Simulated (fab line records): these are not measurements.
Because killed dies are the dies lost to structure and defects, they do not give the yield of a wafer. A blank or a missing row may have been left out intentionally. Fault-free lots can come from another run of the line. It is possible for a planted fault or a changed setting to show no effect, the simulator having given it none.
fab line records | flow rit-cmos
[record] lots = 4 | wafers = 12 | last-day = 6
route steps=202 shown ACTIVE@11 FOX1@20 FOX2@23 NWELL@28 PWELL@39 WELLDRIVE@50 GATE@95 SILICIDE@161 M1@202
lots untouched by any fault: they come from a run of this same line in which no faults occurred
start-h: start of the lot's first displayed wafer, in hours after the record's first day | wait-h: hours since the lot's step before | " repeats the value in the row above | L1.1+2: one row covering several wafers at once | - value missing, or start not given | * or withheld: withheld | < > ~ a bound
route shown NAME@n: NAME is a module with steps in the file, n the number in the route of the first one | usual: mean/standard deviation of fault-free wafers | same: alike in all rows | chamber/n: place in a boat | sites: per-site readings | _std_site: their standard deviation | _edge_site: outer sites' mean less inner sites' | radius-mm: how far each site lies from the wafer's centre | mask NAME#n: copy n | behind: the tool/chamber that last shaped the wafer | hold: the reason the lot was held/the length of the hold in hours/how it ended | device: which transistor (n, p or np) failed to switch | end of line: the same wafers' tests at the end of the route | for a step that has no rows: nothing shown but its recipe | killed: not the wafer's yield, but the dies lost to structure and defects at the first sort | map: per-die view of a wafer (x killed, . not killed, _ where there is no die)
set.NAME: the run value of the setting; set.NAME@STEP: its run value at that earlier step | model.NAME: the simulator's own value behind a step, which no gauge read
lots at selected steps of the route; one table per step, one row per wafer
services: the hour from which a tool's chamber was out of use, counted from the record's first day as start-h (under 0 if before that day), plus the number of hours and why
[[steps]]
[step RIT_ACTIVE_DEVELOP_10]
[recipe] resist = NOVOLAK | develop-time-s = 50 | dev-temp-c = 23
[step RIT_ACTIVE_HARDBAKE_12]
[recipe] resist = NOVOLAK | temp-c = 140 | time-s = 60
[step RIT_ACTIVE_ETCH_13]
[recipe] stop-on = SiO2 | chemistry = SF6 | target = Si3N4 | time-s = 210 | over-etch-frac = 0.4 | SF6_flow_sccm = 200 | pressure-mtorr = 260 | rf-w = 125 | target-depth-a = 2100
[step RIT_ACTIVE_STRIP_14]
[recipe] chemistry = O2 | time-s = 180 | resist = NOVOLAK | platen-temp-c = withheld | power-w = 500 | pressure-mtorr = 4000 | o2-flow-sccm = 4000
[step RIT_ACTIVE_CLEAN_15]
[recipe] chemistry = SC1 | mix = 3:3:50 | time-s = 600 | temp-c = 75
[step RIT_ACTIVE_CLEAN_16]
[recipe] chemistry = dHF | dilution = 50:1 | time-s = 30
[step RIT_ACTIVE_CLEAN_17]
[recipe] chemistry = SC2 | mix = 3:3:50 | time-s = 600 | temp-c = 75 | dry = n2-spin
[step RIT_FOX1_OXIDATION_00]
[recipe] temp-c = 1100 | ambient = H2O | target-thk-a = 3507 | p-h2o-torr = 720 | ox-time-s = 1130
[step RIT_FOX1_WET_ETCH_02]
[recipe] chemistry = BOE | target-depth-nm = 350 | time-s = 390 | temp-c = 21.5 | dry = n2-spin | dilution = 10:1 | target = SiO2
[step RIT_FOX2_OXIDATION_00]
[recipe] temp-c = 1100 | ambient = H2O | target-thk-a = 3507 | p-h2o-torr = 720 | ox-time-s = 1130
[usual] spike-tc-centre-C = 1102.3/1.3 | spike-tc-load-C = 1128.4/2.8 | spike-tc-source-C = 1126.3/1.1 | tube-center-temp-C = 1100/0.1 | tube_center_temp_C_max = 1102.9/0.46
lot.wafer | tool       | chamber | start-h | wait-h | spike-tc-centre-C | spike-tc-load-C | spike-tc-source-C | tube-center-temp-C | tube_center_temp_C_max | model.SiO2_of_FOX2_OXIDATION_00.thk-nm
L952.1    | furnace-04 | 0       | 45.17   | 0.0    | 1100.8            | 1122.2          | 1126.8            | 1099.9             | 1102.3                 | 347.7
L952.3    | "          | 0       | "       | "      | 1104.7            | 1124.5          | 1126.3            | 1099.9             | 1103.6                 | 350.1
L952.4    | "          | 0       | "       | "      | 1100.2            | 1123.1          | 1126.6            | 1100.1             | 1102.5                 | 348.6
L957.1    | furnace-04 | 0       | 68.51   | 0.0    | 1063.5            | 1082.9          | 1085.9            | 1059.9             | 1062.0                 | 268.3
L957.4    | "          | 0       | "       | "      | 1062.9            | 1083.5          | 1086.8            | 1060               | 1062.5                 | 270.9
L957.6    | "          | 0       | "       | "      | 1063.0            | 1084.3          | 1085.7            | 1060               | 1063.3                 | 274.3
L959.3    | furnace-04 | 0       | 79.38   | 0.1    | 1061.7            | 1083.5          | 1083.5            | 1059.9             | 1063.0                 | 278.1
L959.4    | "          | 0       | "       | "      | 1061.6            | 1083.4          | 1086.9            | 1059.9             | 1063.5                 | 279
L959.5    | "          | 0       | "       | "      | 1061.2            | 1084.2          | 1085.3            | 1060.1             | 1063.7                 | 273.4
L963.3    | furnace-01 | 0       | 99.16   | 0.7    | 1100.8            | 1131.4          | 1125.9            | 1100.1             | 1102.4                 | 347.3
L963.4    | "          | 0       | "       | "      | 1102.6            | 1128.7          | 1127.3            | 1099.8             | 1102.1                 | 353.6
L963.6    | "          | 0       | "       | "      | 1103.7            | 1129.5          | 1128.7            | 1100.1             | 1102.4                 | 348.1
[step RIT_FOX2_THK_MEAS_01]
[recipe] reads = SiO2_of_FOX2_OXIDATION_00
[usual] FOX2_OXIDE_THK = 349/6.3
lot.wafer | tool          | chamber | start-h | wait-h | FOX2_OXIDE_THK[nm]
L952.1    | film-metro-02 | -       | 46.49   | 0.0    | 348
L952.3    | "             | -       | "       | "      | 350
L952.4    | "             | -       | "       | "      | 349
L957.1    | film-metro-01 | -       | 69.83   | 0.0    | 268
L957.4    | "             | -       | "       | "      | 271
L957.6    | "             | -       | "       | "      | 274
L959.3    | film-metro-01 | -       | 80.72   | 0.0    | 278
L959.4    | "             | -       | "       | "      | 279
L959.5    | "             | -       | "       | "      | 273
L963.3    | film-metro-02 | -       | 100.49  | 0.0    | 347
L963.4    | "             | -       | "       | "      | 353
L963.6    | "             | -       | "       | "      | 348
[step RIT_FOX2_CLEAN_02]
[recipe] chemistry = dHF | dilution = 50:1 | time-s = 180
[step RIT_FOX2_WET_ETCH_03]
[recipe] chemistry = H3PO4 | target = Si3N4 | target-depth-nm = 195 | temp-c = 165 | time-s = 2700
[step RIT_FOX2_THK_MEAS_90]
[recipe] reads = SiO2_of_FOX2_OXIDATION_00
[usual] FIELD_OXIDE_LEFT_1_THK = 322/6.2
lot.wafer | tool          | chamber | start-h | wait-h | FIELD_OXIDE_LEFT_1_THK[nm]
L952.1    | film-metro-02 | -       | 47.36   | 0.0    | 320
L952.3    | "             | -       | "       | "      | 323
L952.4    | "             | -       | "       | "      | 321
L957.1    | film-metro-01 | -       | 70.77   | 0.0    | 241
L957.4    | "             | -       | "       | "      | 243
L957.6    | "             | -       | "       | "      | 247
L959.3    | film-metro-01 | -       | 81.60   | 0.0    | 251
L959.4    | "             | -       | "       | "      | 252
L959.5    | "             | -       | "       | "      | 246
L963.3    | film-metro-01 | -       | 101.37  | 0.0    | 320
L963.4    | "             | -       | "       | "      | 326
L963.6    | "             | -       | "       | "      | 321
[step RIT_NWELL_HMDS_00]
[recipe] prime-time-s = 60 | prime-temp-c = 140
[step RIT_NWELL_COAT_01]
[recipe] resist = NOVOLAK | spin-rpm = 2000 | resist-thk-nm = 1300
[step RIT_NWELL_SOFTBAKE_02]
[recipe] resist = NOVOLAK | temp-c = 88.75 | time-s = 60
[step RIT_NWELL_EXPOSE_03]
[recipe] mask-id = M2 | na = 0.57 | target-cd-nm = 43900 | dose-mj = 250
[step RIT_NWELL_PEB_04]
[recipe] resist = NOVOLAK | temp-c = withheld | time-s = withheld
[step RIT_NWELL_DEVELOP_05]
[recipe] resist = NOVOLAK | develop-time-s = 68 | dev-temp-c = 23
[step RIT_NWELL_HARDBAKE_07]
[recipe] resist = NOVOLAK | temp-c = 140 | time-s = 120
[step RIT_NWELL_IMPLANT_08]
[recipe] species = P | energy-kev = 170 | dose-cm2 = 5e+13 | tilt-deg = 7
[step RIT_NWELL_STRIP_09]
[recipe] chemistry = O2 | time-s = 180 | resist = NOVOLAK | platen-temp-c = withheld | power-w = 500 | pressure-mtorr = 4000 | o2-flow-sccm = 4000
[step RIT_PWELL_HMDS_00]
[recipe] prime-time-s = 60 | prime-temp-c = 140
[step RIT_PWELL_COAT_01]
[recipe] resist = NOVOLAK | spin-rpm = 2000 | resist-thk-nm = 1300
[step RIT_PWELL_SOFTBAKE_02]
[recipe] resist = NOVOLAK | temp-c = 90 | time-s = 60
[step RIT_PWELL_EXPOSE_03]
[recipe] mask-id = M3 | na = 0.57 | target-cd-nm = 43700 | dose-mj = 250
[step RIT_PWELL_PEB_04]
[recipe] resist = NOVOLAK | temp-c = withheld | time-s = withheld
[step RIT_PWELL_DEVELOP_05]
[recipe] resist = NOVOLAK | develop-time-s = 68 | dev-temp-c = 23
[step RIT_PWELL_HARDBAKE_07]
[recipe] resist = NOVOLAK | temp-c = 140 | time-s = 120
[step RIT_PWELL_IMPLANT_08]
[recipe] species = B | energy-kev = 171.1 | dose-cm2 = 7e+13 | tilt-deg = 7
[step RIT_PWELL_STRIP_09]
[recipe] chemistry = O2 | time-s = 180 | resist = NOVOLAK | platen-temp-c = withheld | power-w = 500 | pressure-mtorr = 4000 | o2-flow-sccm = 4000
[step RIT_WELLDRIVE_ANNEAL_00]
[recipe] temp-c = 1100 | time-s = 14700 | ambient = N2
[step RIT_FOX2_THK_MEAS_91]
[recipe] reads = SiO2_of_FOX2_OXIDATION_00
[usual] FIELD_OXIDE_LEFT_2_THK = 254/6.2
lot.wafer | tool          | chamber | start-h | wait-h | FIELD_OXIDE_LEFT_2_THK[nm]
L952.1    | film-metro-03 | -       | 60.83   | 0.0    | 252
L952.3    | "             | -       | "       | "      | 254
L952.4    | "             | -       | "       | "      | 253
L957.1    | film-metro-02 | -       | 84.08   | 0.0    | 173
L957.4    | "             | -       | "       | "      | 175
L957.6    | "             | -       | "       | "      | 179
L959.3    | film-metro-01 | -       | 95.50   | 0.0    | 184
L959.4    | "             | -       | "       | "      | 184
L959.5    | "             | -       | "       | "      | 179
L963.3    | film-metro-02 | -       | 114.35  | 0.0    | 252
L963.4    | "             | -       | "       | "      | 259
L963.6    | "             | -       | "       | "      | 253
[step RIT_GATE_ETCH_19]
[recipe] chemistry = SF6/CHF3/O2 | time-s = 165 | SF6_flow_sccm = 30 | CHF3_flow_sccm = 30 | O2_flow_sccm = 5 | target = poly-Si | pressure-mtorr = 40 | rf-w = 160 | target-depth-a = 3125 | over-etch-frac = 0.25 | stop-on = SiO2
[usual] chamber-pressure-mTorr = 40.00/0.038 | drypump-motor-current-A = 5.7/0.41 | oes-product-au = 0.843/0.013 | rf-fwd-power-W = 159.3/0.46 | throttle-valve-pct = 10.21/0.086
lot.wafer | tool      | chamber | start-h | wait-h | chamber-pressure-mTorr | drypump-motor-current-A | oes-product-au | rf-fwd-power-W | rf-hours-counter-h | throttle-valve-pct | model.GATE.cd-nm
L952.1    | rie-si-01 | 0       | 67.98   | 0.1    | 40.03                  | 6.4                     | 0.847          | 159.1          | 3                  | 10.20              | 148.2
L952.3    | "         | 2       | "       | "      | 40.00                  | 6.4                     | 0.829          | 159.1          | 3                  | 10.20              | 147
L952.4    | "         | 3       | "       | "      | 39.99                  | 5.6                     | 0.833          | 158.9          | 117                | 10.44              | 147.5
L957.1    | rie-si-01 | 3       | 91.57   | 0.1    | 40.00                  | 5.6                     | 0.833          | 158.7          | 117                | 10.45              | 152.4
L957.4    | "         | 1       | "       | "      | 40.03                  | 5.6                     | 0.859          | 159.8          | 75                 | 10.16              | 153.6
L957.6    | "         | 2       | "       | "      | 39.97                  | 6.4                     | 0.846          | 158.6          | -                  | 10.21              | 152.9
L959.3    | rie-si-01 | 1       | 102.29  | 0.1    | 39.99                  | 5.6                     | 0.850          | 160.2          | 75                 | 10.14              | 155
L959.4    | "         | 0       | "       | "      | 40.01                  | 6.4                     | 0.835          | 159.2          | -                  | 10.21              | 155.7
L959.5    | "         | 1       | "       | "      | 39.98                  | 5.6                     | 0.855          | 159.6          | -                  | 10.14              | 153.9
L963.3    | rie-si-01 | 1       | 118.61  | 0.1    | 40.01                  | 5.6                     | 0.873          | 159.9          | 76                 | 10.14              | 148.8
L963.4    | "         | 3       | "       | "      | 40.00                  | 5.7                     | 0.831          | 159.0          | 117                | 10.44              | 148.4
L963.6    | "         | 2       | "       | "      | 40.00                  | 6.4                     | 0.844          | 159.7          | -                  | 10.20              | 146.6
[step RIT_SILICIDE_WET_ETCH_00]
[recipe] chemistry = BOE | target = SiO2 | target-depth-nm = 14 | time-s = 15 | dry = n2-spin | dilution = 10:1 | temp-c = 21.5
lot.wafer | tool         | chamber | start-h | wait-h | model.SiO2_of_FOX2_OXIDATION_00.thk-nm
L952.1    | wet-bench-01 | 2       | 82.12   | 0.1    | 145.8
L952.3    | "            | 2       | "       | "      | 152.3
L952.4    | "            | 2       | "       | "      | 147.2
L957.1    | wet-bench-01 | 3       | 105.52  | 0.1    | 68.25
L957.4    | "            | 3       | "       | "      | 70.7
L957.6    | "            | 3       | "       | "      | 74.51
L959.3    | wet-bench-01 | 1       | 115.34  | 0.1    | 77.85
L959.4    | "            | 1       | "       | "      | 78.32
L959.5    | "            | 1       | "       | "      | 73
L963.3    | wet-bench-02 | 1       | 131.95  | 0.1    | 147.6
L963.4    | "            | 1       | "       | "      | 154
L963.6    | "            | 1       | "       | "      | 148.3
[step RIT_M1_PROBE_99]
[usual] killed-at-contacts = 0.1/0.31 | killed-at-front-end = 8/3.1 | killed-dies = 8/3.2 | killed-open = 3.9/2.2 | killed-short = 3.8/2.1
[same] gross-dies = 264 | killed_at_M0_to_M3 = 0 | killed_at_M4_up = 0 | killed-at-back-side = 0 | killed-at-other = 0
lot.wafer | tool      | chamber | start-h | wait-h | killed-at-contacts | killed-at-front-end | killed-dies | killed-open | killed-short | model.etest.nldd.width-nm | model.etest.pldd.width-nm | model.etest.nplus-sal.width-nm | model.etest.pplus-sal.width-nm | model.etest.nmos-narrow.drive-ua-um | model.etest.pwell.rs-ohm-sq | model.etest.field-n.vt-v | model.etest.field-p-metal.vt-v
L952.1    | prober-02 | -       | 89.03   | 0.1    | 1                  | 4                   | 5           | 1           | 4            | 3196                      | 3184                      | 3492                           | 3473                           | 219.9                               | 412.6                       | 34.32                    | -28.28
L952.3    | prober-02 | -       | 89.13   | 0.2    | 0                  | 8                   | 8           | 4           | 4            | 3172                      | 3169                      | 3427                           | 3428                           | 215.4                               | 414.9                       | 34.65                    | -29.21
L952.4    | prober-02 | -       | 89.18   | 0.2    | 0                  | 4                   | 4           | 3           | 1            | 3204                      | 3188                      | 3467                           | 3468                           | 216.5                               | 410.8                       | 34.39                    | -28.53
L957.1    | prober-02 | -       | 112.75  | 0.1    | 0                  | 0                   | 0           | 0           | 0            | 3236                      | 3223                      | 3490                           | 3497                           | 241.7                               | 405.7                       | 23.72                    | -37.02
L957.4    | prober-02 | -       | 112.90  | 0.2    | 0                  | 7                   | 7           | 4           | 3            | 3226                      | 3233                      | 3504                           | 3486                           | 239.3                               | 399.6                       | 23.91                    | -36.78
L957.6    | prober-02 | -       | 113.00  | 0.2    | 0                  | 8                   | 8           | 4           | 4            | 3224                      | 3221                      | 3488                           | 3489                           | 245.7                               | 399                         | 24.36                    | -36.35
L959.3    | prober-02 | -       | 122.51  | 0.2    | 0                  | 9                   | 9           | 4           | 5            | 3268                      | 3264                      | 3503                           | 3496                           | 248.7                               | 396.8                       | 24.99                    | -37.69
L959.4    | prober-02 | -       | 122.56  | 0.2    | 0                  | 6                   | 6           | 4           | 2            | 3231                      | 3242                      | 3521                           | 3504                           | 246.1                               | 399.2                       | 24.93                    | -37.74
L959.5    | prober-02 | -       | 122.61  | 0.2    | 1                  | 13                  | 14          | 6           | 8            | 3250                      | 3250                      | 3499                           | 3517                           | 248                                 | 401.7                       | 24.46                    | -38.18
L963.3    | prober-02 | -       | 139.14  | 0.2    | 0                  | 8                   | 8           | 5           | 3            | 3176                      | 3178                      | 3444                           | 3448                           | 218.6                               | 418.1                       | 34.22                    | -29.76
L963.4    | prober-02 | -       | 139.19  | 0.2    | 0                  | 11                  | 11          | 5           | 6            | 3179                      | 3172                      | 3437                           | 3427                           | 218.2                               | 416.6                       | 35.05                    | -29.89
L963.6    | prober-02 | -       | 139.29  | 0.2    | 0                  | 5                   | 5           | 3           | 2            | 3193                      | 3177                      | 3434                           | 3445                           | 221                                 | 417.3                       | 34.32                    | -30.24
// killed by level:class
L952.1 REOX:geometric-particle:short=2 FOX1:geometric-particle:open=1 GATE:geometric-particle:short=1 CONTACT:geometric-particle:short=1
L952.3 FOX2:geometric-particle:short=2 GATE:geometric-particle:open=2 FOX1:geometric-particle:open=1 GATE:geometric-particle:short=1 SPACER:geometric-particle:short=1 SPACER:geometric-particle:open=1
L952.4 SPACER:geometric-particle:open=2 FOX1:geometric-particle:open=1 SPACER:geometric-particle:short=1
L957.1
L957.4 SPACER:geometric-particle:open=2 FOX1:geometric-particle:short=1 FOX1:geometric-particle:open=1 GATE:geometric-particle:short=1 SPACER:geometric-particle:short=1 SILICIDE:geometric-particle:open=1
L957.6 FOX1:geometric-particle:short=2 SPACER:geometric-particle:open=2 FOX1:geometric-particle:open=1 GATE:geometric-particle:short=1 GATE:geometric-particle:open=1 SPACER:geometric-particle:short=1
L959.3 SPACER:geometric-particle:short=4 GATE:geometric-particle:open=2 SILICIDE:geometric-particle:open=2 GATE:geometric-particle:short=1
L959.4 GATE:geometric-particle:open=2 REOX:geometric-particle:open=1 REOX:geometric-particle:short=1 SPACER:geometric-particle:short=1 SILICIDE:geometric-particle:open=1
L959.5 FOX2:geometric-particle:short=3 FOX2:geometric-particle:open=2 GATE:geometric-particle:short=2 GATE:geometric-particle:open=2 SILICIDE:geometric-particle:open=2 FOX1:geometric-particle:short=1 SPACER:geometric-particle:short=1 CONTACT:geometric-particle:short=1
L963.3 GATE:geometric-particle:open=5 REOX:geometric-particle:short=2 FOX1:geometric-particle:short=1
L963.4 GATE:geometric-particle:open=2 SPACER:geometric-particle:short=2 FOX1:geometric-particle:open=1 FOX2:geometric-particle:short=1 GATE:geometric-particle:short=1 REOX:geometric-particle:open=1 REOX:geometric-particle:short=1 SPACER:geometric-particle:open=1
L963.6 GATE:geometric-particle:open=3 FOX2:geometric-particle:short=1 REOX:geometric-particle:short=1
[[services]]
tool         | chamber | start-h | hours | kind
furnace-04   | -       | 29.45   | 3.9   | pm
wet-bench-01 | -       | 29.57   | 2.7   | repair
wet-bench-02 | -       | 33.48   | 1.9   | pm
furnace-04   | -       | 54.69   | 2.9   | pm
furnace-01   | -       | 56.98   | 3.1   | pm
wet-bench-01 | -       | 63.10   | 2.8   | repair
rie-si-01    | 2       | 99.55   | 5.9   | repair
[[key]]
[first-sign] step = RIT_FOX2_OXIDATION_00 | reading = tube-center-temp-C | direction = down | sigmas = 99+ | usual = * | struck = *
[effect] step = RIT_FOX2_OXIDATION_00 | reading = tube_center_temp_C_max | direction = down | sigmas = 86 | usual = * | struck = *
[effect] step = RIT_FOX2_THK_MEAS_01 | reading = FOX2_OXIDE_THK | direction = down | sigmas = 12 | usual = 349 | struck = 274
[effect] step = RIT_FOX2_THK_MEAS_90 | reading = FIELD_OXIDE_LEFT_1_THK | direction = down | sigmas = 12 | usual = 322 | struck = 247
[effect] step = RIT_FOX2_THK_MEAS_91 | reading = FIELD_OXIDE_LEFT_2_THK | direction = down | sigmas = 12 | usual = 254 | struck = 179
[model-effect] step = RIT_FOX2_OXIDATION_00 | value = SiO2_of_FOX2_OXIDATION_00.thk-nm | without = 344.6 | struck = 274
[model-effect] step = RIT_GATE_ETCH_19 | value = GATE.cd-nm | without = 151.7 | struck = 153.9
[model-effect] step = RIT_SILICIDE_WET_ETCH_00 | value = SiO2_of_FOX2_OXIDATION_00.thk-nm | without = 144.4 | struck = 73.77
[model-effect] step = RIT_M1_PROBE_99 | value = etest.nldd.width-nm | without = 3174 | struck = 3239
met-at RIT_FOX2_OXIDATION_00
struck-wafers L957.1,L957.4,L957.6,L959.3,L959.4,L959.5
tester-left-out L957,L959
[loop-trim] step = RIT_GATE_EXPOSE_13 | setting = dose | lots = L959
onset-between 45.17 68.51
[fault] kind = process-parameter-drift | tool = furnace-04 | chamber = - | onset-h = 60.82 | steps = RIT_FOX2_OXIDATION_00 | channel = temp-c | offset = * | shape = step | end-h = 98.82 | acts-in = * | stated = *
// tester-left-out: of these lots the tester's yield and bins aren't shown, on N5 and GAA mostly nor the transistor test; their killed dies are dies lost to structure and defects alone, not to doping, threshold or leakage, so they don't give the yield
// loop-trim: a control loop set the setting to another value than it would have without faults
